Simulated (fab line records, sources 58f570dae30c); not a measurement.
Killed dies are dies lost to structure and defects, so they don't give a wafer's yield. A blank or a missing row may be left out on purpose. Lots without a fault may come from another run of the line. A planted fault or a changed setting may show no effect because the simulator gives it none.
Which tool did it? | flow berkeley_cmos170 | 14 lots, 42 wafers sampled, at 2 steps of a route of 331

WHAT THE GAUGES READ, wafer by wafer
The record holds no reading of a measuring or inspecting step that can be judged against a usual standard deviation.

WHICH TOOL RAN EACH LOT (tool, then ch and the chambers of the sampled wafers, then the start)
lot  | UCB170_ACTIVE_ETCH_15             | UCB170_ACTIVE_STRIP_16
L626 | rie_diel-03 ch 0,3, day 3 20:20   | plasma_asher-01 ch 0,1, day 3 20:26
L627 | rie_diel-01 ch 0,1,3, day 4 08:03 | plasma_asher-02 ch 0,1, day 4 08:09
L630 | rie_diel-02 ch 0,1,3, day 4 23:51 | plasma_asher-04 ch 0,1, day 4 23:58
L631 | rie_diel-02 ch 2,3, day 5 00:13   | plasma_asher-02 ch 0,1, day 5 00:19
L632 | rie_diel-03 ch 0,1,2, day 5 08:04 | plasma_asher-01 ch 0,1, day 5 08:10
L633 | rie_diel-01 ch 0,1,3, day 5 08:25 | plasma_asher-02 ch 0,1, day 5 08:32
L634 | rie_diel-03 ch 0,1,2, day 5 19:36 | plasma_asher-04 ch 0,1, day 5 19:42
L635 | rie_diel-03 ch 1,2, day 6 02:43   | plasma_asher-04 ch 0,1, day 6 02:50
L637 | rie_diel-02 ch 1,2, day 6 18:29   | plasma_asher-01 ch 0,1, day 6 18:35
L641 | rie_diel-03 ch 1,3, day 7 08:52   | plasma_asher-02 ch 0,1, day 7 09:01
L639 | rie_diel-01 ch 2,3, day 7 09:29   | plasma_asher-01 ch 0,1, day 7 09:37
L645 | rie_diel-03 ch 1,3, day 8 04:04   | plasma_asher-02 ch 0,1, day 8 04:10
L646 | rie_diel-01 ch 0,1,3, day 8 12:09 | plasma_asher-04 ch 0,1, day 8 12:15
L649 | rie_diel-02 ch 0,2,3, day 8 12:11 | plasma_asher-02 ch 0,1, day 8 12:17
- UCB170_ACTIVE_ETCH_15: etches Si3N4 in CH3F/Ar/O2, stops on SiO2, target depth 242 nm, time 151 s.
- UCB170_ACTIVE_STRIP_16: strips in O2.

WHAT THE TOOLS THEMSELVES READ (means of the sampled wafers that have a number; where no wafer has one, the mark that the record gives instead)
UCB170_ACTIVE_ETCH_15. Usual: drypump_motor_current_A 5.8 A, standard deviation 0.45; oes_product_au 0.938 a.u., standard deviation 0.015; rf_fwd_power_W 448.1 W, standard deviation 1.4; throttle_valve_pct 8.11 %, standard deviation 0.12.
lot  | tool        | drypump_motor_current_A (A) | oes_product_au (a.u.) | rf_fwd_power_W (W) | throttle_valve_pct (%) | flag
L626 | rie_diel-03 | 5.4                         | 0.942                 | 449.1              | 8.09                   |
L627 | rie_diel-01 | 6.1                         | 0.937                 | 447.0              | 8.12                   |
L630 | rie_diel-02 | 6.0                         | 0.929                 | 448.6              | 8.18                   |
L631 | rie_diel-02 | 5.8                         | 0.929                 | 447.8              | 8.13                   |
L632 | rie_diel-03 | 5.5                         | 0.940                 | 448.9              | 8.01                   |
L633 | rie_diel-01 | 6.1                         | 0.946                 | 448.3              | 8.11                   |
L634 | rie_diel-03 | 5.5                         | 0.947                 | 448.4              | 8.01                   |
L635 | rie_diel-03 | 5.9                         | 0.941                 | 448.8              | 8.04                   |
L637 | rie_diel-02 | 6.0                         | 0.930                 | 447.4              | 8.18                   |
L641 | rie_diel-03 | 5.6                         | 0.957                 | 424.0              | 7.93                   | OFF
L639 | rie_diel-01 | 6.1                         | 0.950                 | 446.5              | 8.09                   |
L645 | rie_diel-03 | 5.6                         | 0.946                 | 424.0              | 7.93                   | OFF
L646 | rie_diel-01 | 6.1                         | 0.945                 | 447.1              | 8.12                   |
L649 | rie_diel-02 | 5.6                         | 0.922                 | 448.7              | 8.20                   |

UCB170_ACTIVE_STRIP_16. Usual: drypump_motor_current_A 5.6 A, standard deviation 0.32; oes_product_au 0.721 a.u., standard deviation 0.0048; strip_time_to_endpoint_s 18.37 s, standard deviation 0.09.
lot  | tool            | drypump_motor_current_A (A) | oes_product_au (a.u.) | strip_time_to_endpoint_s (s) | flag
L626 | plasma_asher-01 | 5.2                         | 0.721                 | 18.25                        |
L627 | plasma_asher-02 | 5.5                         | 0.721                 | 18.37                        |
L630 | plasma_asher-04 | 6.0                         | 0.724                 | 18.51                        |
L631 | plasma_asher-02 | 5.6                         | 0.718                 | 18.40                        |
L632 | plasma_asher-01 | 5.2                         | 0.721                 | 18.32                        |
L633 | plasma_asher-02 | 5.5                         | 0.717                 | 18.37                        |
L634 | plasma_asher-04 | 6.0                         | 0.723                 | 18.31                        |
L635 | plasma_asher-04 | 5.9                         | 0.720                 | 18.38                        |
L637 | plasma_asher-01 | 5.3                         | 0.723                 | 18.34                        |
L641 | plasma_asher-02 | 5.5                         | 0.724                 | 18.44                        |
L639 | plasma_asher-01 | 5.2                         | 0.716                 | 18.43                        |
L645 | plasma_asher-02 | 5.5                         | 0.723                 | 18.43                        |
L646 | plasma_asher-04 | 6.0                         | 0.724                 | 18.37                        |
L649 | plasma_asher-02 | 5.5                         | 0.719                 | 18.48                        |

THE ANSWER, worked out from the rows above alone
Rule: a lot is off if the mean of its wafers that have a number lies more than 3 standard deviations from the usual mean. A lot without any number at a reading at which 4 lots or more have one is off too. The other lots that the step has rows for count as sound. The gauges are gone through in route order, then the tools' own readings, and for those a lot's mean is taken as printed above. The first step at which some lot is off is used, and at that step the reading that is off furthest; a lot without a number counts as furthest.
Off: L641, L645, at UCB170_ACTIVE_ETCH_15 (rf_fwd_power_W).
A tool fits if, at that step or a process step before it, it ran every lot that is off, and no sound lot after the first of them. One fits: rie_diel-03 at UCB170_ACTIVE_ETCH_15. Its last sound lot is L635 (day 6 02:43), its first lot that is off L641 (day 7 08:52): a fault that began between those two fits.
The tool's own readings at UCB170_ACTIVE_ETCH_15 bear it out: on the lots that are off they differ by more than 5 times the standard deviation of the sound lots' means. rf_fwd_power_W reads 424.0 W there against 448.1 W on the sound lots.

WHAT THE SIMULATOR HAD PUT IN
Process parameter drift: rie_diel-03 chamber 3, from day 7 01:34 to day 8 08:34, at UCB170_ACTIVE_ETCH_15. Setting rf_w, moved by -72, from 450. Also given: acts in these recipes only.
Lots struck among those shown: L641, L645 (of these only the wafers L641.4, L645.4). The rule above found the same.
